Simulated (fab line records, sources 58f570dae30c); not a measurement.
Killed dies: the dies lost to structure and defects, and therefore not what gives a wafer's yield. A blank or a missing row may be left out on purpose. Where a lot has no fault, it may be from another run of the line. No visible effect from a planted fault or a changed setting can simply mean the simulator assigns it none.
Which tool was responsible? + flow berkeleyCmos170 + 14 lots with 42 wafers sampled at 6 steps, on a route of 331 steps

## WHAT THE GAUGES READ, wafer by wafer
UCB170_NWELL_THK_MEAS_05. Usual: for NWELL_NITRIDE_THK the level is 222.7 nm and the standard deviation is 1.7.
| lot  | measured    | on           | NWELL_NITRIDE_THK (nm) | flag |
|------|-------------|--------------|------------------------|------|
| L221 | day 2 09:33 | filmMetro-01 | 224.8 223.8 224.5      |      |
| L223 | day 3 04:43 | filmMetro-02 | 226.0 225.3 225.4      |      |
| L225 | day 3 09:58 | filmMetro-02 | 219.3 220.9 222.5      |      |
| L226 | day 3 17:02 | filmMetro-04 | 222.4 224.4 224.7      |      |
| L227 | day 3 18:59 | filmMetro-04 | 219.9 220.0 219.3      |      |
| L228 | day 3 19:00 | filmMetro-01 | 223.7 223.7 222.4      |      |
| L229 | day 4 03:02 | filmMetro-01 | 224.9 221.5 221.1      |      |
| L230 | day 4 09:25 | filmMetro-01 | 223.3 221.3 223.3      |      |
| L231 | day 4 12:20 | filmMetro-02 | 222.9 221.5 221.2      |      |
| L232 | day 4 21:04 | filmMetro-04 | 222.2 223.7 223.4      |      |
| L234 | day 4 21:05 | filmMetro-01 | 220.6 220.1 220.3      |      |
| L241 | day 6 14:38 | filmMetro-02 | 223.4 224.2 222.7      |      |
| L244 | day 7 01:22 | filmMetro-02 | 222.5 224.2 225.9      |      |
| L243 | day 7 01:23 | filmMetro-01 | 219.9 221.2 222.4      |      |

UCB170_SDANNEAL_RS_MEAS_02: uses a four-point probe to measure. Usual: for PSD_RS the level is 75.59 ohm/sq and the standard deviation is 0.29.
| lot  | measured     | on           | PSD_RS (ohm/sq)      | flag |
|------|--------------|--------------|----------------------|------|
| L221 | day 7 20:17  | filmMetro-02 | 76.15 76.11 75.84    |      |
| L223 | day 9 01:11  | filmMetro-02 | 75.21 75.38 75.30    |      |
| L225 | day 9 00:32  | filmMetro-02 | 75.55 75.35 75.55    |      |
| L226 | day 9 01:04  | filmMetro-03 | 75.53 75.14 75.27    |      |
| L227 | day 9 01:40  | filmMetro-02 | 75.69 75.90 75.75    |      |
| L228 | day 9 01:23  | filmMetro-01 | 75.96 75.83 75.96    |      |
| L229 | day 9 11:38  | filmMetro-03 | 75.43 75.29 75.37    |      |
| L230 | day 10 10:43 | filmMetro-02 | 105.10 105.15 104.57 | OFF  |
| L231 | day 10 05:50 | filmMetro-01 | 75.93 75.54 75.57    |      |
| L232 | day 10 10:22 | filmMetro-03 | 75.20 75.31 75.44    |      |
| L234 | day 10 11:14 | filmMetro-02 | 104.82 105.15 104.94 | OFF  |
| L241 | day 11 20:02 | filmMetro-01 | 76.06 76.12 75.88    |      |
| L244 | day 13 01:07 | filmMetro-01 | 75.79 75.65 75.52    |      |
| L243 | day 12 16:55 | filmMetro-01 | 75.84 75.92 75.90    |      |

UCB170_SDANNEAL_RS_MEAS_03: uses a four-point probe to measure. Usual: for NSD_RS the level is 37.27 ohm/sq and the standard deviation is 0.091.
| lot  | measured     | on           | NSD_RS (ohm/sq)   | flag |
|------|--------------|--------------|-------------------|------|
| L221 | day 7 20:25  | filmMetro-02 | 37.31 37.25 37.24 |      |
| L223 | day 9 01:18  | filmMetro-02 | 37.30 37.40 37.23 |      |
| L225 | day 9 00:39  | filmMetro-02 | 37.12 37.14 37.18 |      |
| L226 | day 9 01:11  | filmMetro-03 | 37.32 37.29 37.27 |      |
| L227 | day 9 01:47  | filmMetro-02 | 37.20 37.24 37.22 |      |
| L228 | day 9 01:30  | filmMetro-01 | 37.27 37.22 37.26 |      |
| L229 | day 9 11:45  | filmMetro-03 | 37.18 37.27 37.18 |      |
| L230 | day 10 10:50 | filmMetro-02 | 40.59 40.72 40.57 | OFF  |
| L231 | day 10 05:58 | filmMetro-01 | 37.31 37.34 37.35 |      |
| L232 | day 10 10:29 | filmMetro-03 | 37.21 37.24 37.29 |      |
| L234 | day 10 11:21 | filmMetro-02 | 40.62 40.58 40.60 | OFF  |
| L241 | day 11 20:10 | filmMetro-01 | 37.45 37.36 37.36 |      |
| L244 | day 13 01:14 | filmMetro-01 | 37.39 37.38 37.39 |      |
| L243 | day 12 17:02 | filmMetro-01 | 37.33 37.27 37.40 |      |

UCB170_SDANNEAL_RS_MEAS_04: uses a four-point probe to measure. Usual: for PLDD_RS the level is 1031.6 ohm/sq and the standard deviation is 3.
| lot  | measured     | on           | PLDD_RS (ohm/sq)     | flag |
|------|--------------|--------------|----------------------|------|
| L221 | day 7 20:32  | filmMetro-02 | 1031.1 1031.4 1027.9 |      |
| L223 | day 9 01:25  | filmMetro-02 | 1028.3 1030.2 1023.9 |      |
| L225 | day 9 00:46  | filmMetro-02 | 1031.9 1030.3 1029.7 |      |
| L226 | day 9 01:19  | filmMetro-03 | 1030.6 1034.6 1029.0 |      |
| L227 | day 9 01:54  | filmMetro-02 | 1035.3 1033.4 1032.6 |      |
| L228 | day 9 01:37  | filmMetro-01 | 1032.6 1037.7 1035.2 |      |
| L229 | day 9 11:52  | filmMetro-03 | 1030.8 1030.8 1027.8 |      |
| L230 | day 10 10:57 | filmMetro-02 | 1045.7 1043.8 1043.1 | OFF  |
| L231 | day 10 06:05 | filmMetro-01 | 1032.8 1032.4 1032.8 |      |
| L232 | day 10 10:37 | filmMetro-03 | 1029.2 1031.3 1027.9 |      |
| L234 | day 10 11:28 | filmMetro-02 | 1047.5 1051.9 1051.1 | OFF  |
| L241 | day 11 20:17 | filmMetro-01 | 1029.5 1032.2 1029.9 |      |
| L244 | day 13 01:21 | filmMetro-01 | 1032.2 1031.7 1032.1 |      |
| L243 | day 12 17:10 | filmMetro-01 | 1036.0 1037.1 1038.6 |      |

## TOOL THAT RAN EACH LOT (tool first, then ch and the chambers of the sampled wafers, then the start)
| lot  | UCB170_BACKSIDE_STRIP_03            | UCB170_SDANNEAL_RTA_01          |
|------|-------------------------------------|---------------------------------|
| L221 | plasmaAsher-01 ch 0,1, day 7 19:41  | rtpAnneal-01 ch 0, day 7 20:10  |
| L223 | plasmaAsher-04 ch 0,1, day 9 00:42  | rtpAnneal-02 ch 0, day 9 01:03  |
| L225 | plasmaAsher-01 ch 0,1, day 9 00:07  | rtpAnneal-01 ch 0, day 9 00:28  |
| L226 | plasmaAsher-01 ch 0,1, day 9 00:39  | rtpAnneal-01 ch 0, day 9 01:00  |
| L227 | plasmaAsher-01 ch 0,1, day 9 01:11  | rtpAnneal-01 ch 0, day 9 01:34  |
| L228 | plasmaAsher-02 ch 0, day 9 00:56    | rtpAnneal-01 ch 0, day 9 01:19  |
| L229 | plasmaAsher-02 ch 0,1, day 9 11:13  | rtpAnneal-02 ch 0, day 9 11:34  |
| L230 | plasmaAsher-01 ch 0,1, day 10 10:19 | rtpAnneal-01 ch 0, day 10 10:39 |
| L231 | plasmaAsher-02 ch 1, day 10 05:25   | rtpAnneal-01 ch 0, day 10 05:46 |
| L232 | plasmaAsher-02 ch 0,1, day 10 09:53 | rtpAnneal-02 ch 0, day 10 10:19 |
| L234 | plasmaAsher-02 ch 0,1, day 10 10:34 | rtpAnneal-01 ch 0, day 10 11:01 |
| L241 | plasmaAsher-02 ch 0,1, day 11 19:37 | rtpAnneal-02 ch 0, day 11 19:57 |
| L244 | plasmaAsher-04 ch 0,1, day 13 00:43 | rtpAnneal-02 ch 0, day 13 01:03 |
| L243 | plasmaAsher-04 ch 0,1, day 12 16:30 | rtpAnneal-02 ch 0, day 12 16:51 |
- UCB170_BACKSIDE_STRIP_03: strips in O2.
- UCB170_SDANNEAL_RTA_01: time 5 s.

## AS READ BY THE TOOLS THEMSELVES (means over the sampled wafers that have a number; for cases with no such wafer, the mark the record gives instead)
UCB170_BACKSIDE_STRIP_03. Usual: drypumpMotorCurrentA 5.5 A, standard deviation 0.58; oesProductAu 0.735 a.u., standard deviation 0.0047; stripTimeToEndpointS 21.98 s, standard deviation 0.07.
| lot  | tool           | drypumpMotorCurrentA (A) | oesProductAu (a.u.) | stripTimeToEndpointS (s) | flag |
|------|----------------|--------------------------|---------------------|--------------------------|------|
| L221 | plasmaAsher-01 | 5.4                      | 0.733               | 21.97                    |      |
| L223 | plasmaAsher-04 | 5.5                      | 0.735               | 21.96                    |      |
| L225 | plasmaAsher-01 | 5.2                      | 0.731               | 22.00                    |      |
| L226 | plasmaAsher-01 | 5.4                      | 0.734               | 22.10                    |      |
| L227 | plasmaAsher-01 | 5.4                      | 0.737               | 22.05                    |      |
| L228 | plasmaAsher-02 | 6.5                      | 0.734               | 21.95                    |      |
| L229 | plasmaAsher-02 | 5.4                      | 0.737               | 22.00                    |      |
| L230 | plasmaAsher-01 | 5.2                      | 0.736               | 21.99                    |      |
| L231 | plasmaAsher-02 | 4.9                      | 0.735               | 21.90                    |      |
| L232 | plasmaAsher-02 | 5.4                      | 0.734               | 22.07                    |      |
| L234 | plasmaAsher-02 | 5.4                      | 0.730               | 22.00                    |      |
| L241 | plasmaAsher-02 | 6.0                      | 0.734               | 22.07                    |      |
| L244 | plasmaAsher-04 | 5.4                      | 0.739               | 21.93                    |      |
| L243 | plasmaAsher-04 | 5.4                      | 0.732               | 22.03                    |      |

UCB170_SDANNEAL_RTA_01. Usual: lampPowerPct 41.8 %, standard deviation 1.7; wafer_temp_C_max 1054.5, standard deviation 0.95.
| lot  | tool         | lampPowerPct (%) | wafer_temp_C_max | flag |
|------|--------------|------------------|------------------|------|
| L221 | rtpAnneal-01 | 43.5             | 1055.7           |      |
| L223 | rtpAnneal-02 | 40.1             | 1054.6           |      |
| L225 | rtpAnneal-01 | 43.5             | 1055.1           |      |
| L226 | rtpAnneal-01 | 43.4             | 1054.8           |      |
| L227 | rtpAnneal-01 | 43.4             | 1054.0           |      |
| L228 | rtpAnneal-01 | 43.4             | 1053.5           |      |
| L229 | rtpAnneal-02 | 40.1             | 1054.9           |      |
| L230 | rtpAnneal-01 | 43.5             | 1054.9           |      |
| L231 | rtpAnneal-01 | 43.4             | 1054.6           |      |
| L232 | rtpAnneal-02 | 40.1             | 1054.4           |      |
| L234 | rtpAnneal-01 | 43.5             | 1054.8           |      |
| L241 | rtpAnneal-02 | 40.1             | 1054.5           |      |
| L244 | rtpAnneal-02 | 40.1             | 1054.2           |      |
| L243 | rtpAnneal-02 | 40.1             | 1054.7           |      |

## THE ANSWER, worked out from the rows above alone
Rule: take the mean of a lot's wafers that have a number; if it is more than 3 standard deviations from the usual mean, the lot is off. Also off: a lot with no number at a reading for which 4 or more lots have one. All remaining lots with rows at the step are treated as sound. Order of review: gauges by route order, followed by the tools' own readings, for which a lot's mean as printed above is used. At the first step where some lot is off, the reading lying furthest off is the one used; lots without a number count as furthest.
Off: at UCB170_SDANNEAL_RS_MEAS_02 (PSD_RS), L230, L234.
A tool fits if, at a process step before that reading, it ran every lot that is off, and no sound lot after the first of them. Gauges at UCB170_SDANNEAL_RS_MEAS_02: tried the same way as those tools. This does not decide it: 2 tools fit, namely rtpAnneal-01 at UCB170_SDANNEAL_RTA_01 and filmMetro-02 at UCB170_SDANNEAL_RS_MEAS_02.

## WHAT THE SIMULATOR PUT IN
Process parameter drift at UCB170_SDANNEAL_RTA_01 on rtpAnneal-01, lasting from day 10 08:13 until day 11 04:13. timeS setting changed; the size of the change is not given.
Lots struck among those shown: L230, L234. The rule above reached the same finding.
